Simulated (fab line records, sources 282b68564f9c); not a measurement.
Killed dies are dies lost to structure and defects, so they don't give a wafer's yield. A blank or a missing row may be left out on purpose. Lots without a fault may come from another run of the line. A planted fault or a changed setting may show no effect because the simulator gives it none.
Split-lot experiment | flow rit_cmos | 5 lots, 23 wafers read, on a route of 202 steps

THE SPLIT
At RIT_PSD_IMPLANT_08, the setting energy_kev was moved away from the recipe's 27 on 7 of the 23 wafers read, by -1.9% to +3.3%. The other wafers ran this setting at the recipe's value.

The reading is taken at the split's own step.

THE READING
implant.drp_nm (the simulator's own value, which no gauge read), in nm, at RIT_PSD_IMPLANT_08. The file gives no usual value for it.

wafer  | tool, chamber at the split | energy_kev as run | against the recipe | implant.drp_nm, nm | against lot-mates on the recipe
L074.1 | implanter-03, 0            | 27                | recipe             | 12.05              | -
L074.3 | implanter-03, 0            | 27                | recipe             | 12.05              | -
L074.4 | implanter-03, 0            | 27                | recipe             | 12.05              | -
L074.5 | implanter-03, 0            | 27                | recipe             | 12.05              | -
L074.6 | implanter-03, 0            | 27                | recipe             | 12.05              | -
L076.1 | implanter-01, 0            | 27.88             | +3.3%              | 12.32              | +0.27
L076.4 | implanter-01, 0            | 27.88             | +3.3%              | 12.32              | +0.27
L076.2 | implanter-01, 0            | 27                | recipe             | 12.05              | -
L076.5 | implanter-01, 0            | 27                | recipe             | 12.05              | -
L076.6 | implanter-01, 0            | 27                | recipe             | 12.05              | -
L078.1 | implanter-04, 0            | 27                | recipe             | 12.05              | -
L078.4 | implanter-04, 0            | 27                | recipe             | 12.05              | -
L078.6 | implanter-04, 0            | 27                | recipe             | 12.05              | -
L083.1 | implanter-03, 0            | 26.49             | -1.9%              | 11.89              | -0.16
L083.2 | implanter-03, 0            | 26.49             | -1.9%              | 11.89              | -0.16
L083.4 | implanter-03, 0            | 27                | recipe             | 12.05              | -
L083.5 | implanter-03, 0            | 27                | recipe             | 12.05              | -
L083.6 | implanter-03, 0            | 27                | recipe             | 12.05              | -
L085.1 | implanter-03, 0            | 27.79             | +2.9%              | 12.29              | +0.24
L085.2 | implanter-03, 0            | 27.79             | +2.9%              | 12.29              | +0.24
L085.3 | implanter-03, 0            | 27.79             | +2.9%              | 12.29              | +0.24
L085.4 | implanter-03, 0            | 27                | recipe             | 12.05              | -
L085.5 | implanter-03, 0            | 27                | recipe             | 12.05              | -

THE FIT
A straight line over all 23 wafers: implant.drp_nm changes by +0.0828 nm for each +1% of energy_kev; r = +1.00; the points scatter about the line by 0.0013 nm.
The same after taking each lot's own level away (the mean of its wafers on the recipe; 23 wafers): +0.0828 nm for each +1%; r = +1.00; scatter 0.0013 nm.
On that fit, the largest move of energy_kev shifts the reading by 0.27 nm.
The lots' own levels span 12.050 to 12.050 nm.
So the lot-to-lot level changes the slope little: the two slopes agree.
Check: with one of the wafers moved furthest among these (+3.3%) left out of the fit, the line predicts +0.269 nm for it against its lot-mates. It came out at +0.27 nm against them.

OTHER SPLITS ON THESE WAFERS
These wafers also went through other splits before the reading. Each is held against what the fit with the lots' levels taken away leaves over:
other split on the same wafers | wafers away from the commonest value | r with implant.drp_nm (lot level and that fit taken away)
RIT_SPACER_CVD_03 temp_c       | 10                                   | +0.08
RIT_NSD_IMPLANT_08 energy_kev  | 7                                    | +0.04

THE WHOLE CHAIN: every reading that the file lists as answering this split, in the file's order
step                    | what it does                 | reading                                                         | change (the file's fit)                                                           | r (the file's)
RIT_PSD_IMPLANT_08      |                              | implant.drp_nm (the simulator's own value, which no gauge read) | +0.0845 nm for each +1% of the setting                                            | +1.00
RIT_SDANNEAL_RS_MEAS_04 | measures by four-point-probe | PSD_RS                                                          | -0.632 for each +1% of the setting, in a fit together with time_s@SDANNEAL_RTA_03 | 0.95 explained

THE FILE'S OWN FIT
implant.drp_nm changes by +0.0845 nm for each +1% of energy_kev, r = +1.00.
